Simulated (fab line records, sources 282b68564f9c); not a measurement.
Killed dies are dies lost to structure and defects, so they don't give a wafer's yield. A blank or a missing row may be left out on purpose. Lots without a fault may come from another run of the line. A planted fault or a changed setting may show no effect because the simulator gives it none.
Which tool did it? | flow rit_cmos | 7 lots, 21 wafers sampled, at 2 steps of a route of 202

WHAT THE GAUGES READ, wafer by wafer
RIT_ACTIVE_THK_MEAS_02.
lot  | measured    | on            | ACTIVE_OXIDE_THK (nm)
L921 | day 1 22:03 | film_metro-02 | 47.3 46.0 47.4
L923 | day 2 08:05 | film_metro-02 | 49.2 48.5 49.2
L927 | day 3 04:04 | film_metro-02 | 47.9 48.2 48.3
L929 | day 3 14:03 | film_metro-04 | 47.6 48.2 47.6
L936 | day 5 01:13 | film_metro-03 | 37.4 37.0 36.6
L938 | day 5 11:04 | film_metro-03 | 47.7 47.5 46.8
L940 | day 5 22:26 | film_metro-04 | 48.4 48.8 48.7

WHICH TOOL RAN EACH LOT (tool, then ch and the chambers of the sampled wafers, then the start)
lot  | RIT_ACTIVE_OXIDATION_01
L921 | furnace-03 ch 0, day 1 20:07
L923 | furnace-03 ch 0, day 2 06:07
L927 | furnace-03 ch 0, day 3 02:07
L929 | furnace-03 ch 0, day 3 12:07
L936 | furnace-02 ch 0, day 4 23:16
L938 | furnace-04 ch 0, day 5 09:07
L940 | furnace-04 ch 0, day 5 20:31
- RIT_ACTIVE_OXIDATION_01: target thk 46.8 nm, ox time 3360 s.

THE ANSWER, worked out from the rows above alone
Rule: what is usual is taken from the lots themselves. Put in order of their means at a reading, lots are off if they are a third of the lots or fewer, leave a main group of 4 or more, and stand apart from it by a gap of 3 or more times the standard deviation of the main group's means; of several such gaps the widest counts. A main group whose means are all the same, to the digits that the tables above print for the reading, isn't used. A lot without any number at a reading at which 4 lots or more have one is off too. The other lots that the step has rows for count as sound.
Off: L936, at RIT_ACTIVE_THK_MEAS_02 (ACTIVE_OXIDE_THK). The main group: mean 48.0 nm, standard deviation 0.71.
A tool fits if, at a process step before that reading, it ran every lot that is off, and no sound lot after the first of them. The gauges at RIT_ACTIVE_THK_MEAS_02 are tried like those tools. One fits: furnace-02 at RIT_ACTIVE_OXIDATION_01. It ran no sound lot before its first lot that is off in this sample, so the start can't be narrowed down.

WHAT THE SIMULATOR HAD PUT IN
Process parameter drift: furnace-02, from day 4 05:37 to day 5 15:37, at RIT_ACTIVE_OXIDATION_01. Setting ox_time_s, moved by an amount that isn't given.
Lots struck among those shown: L936. The rule above found the same.
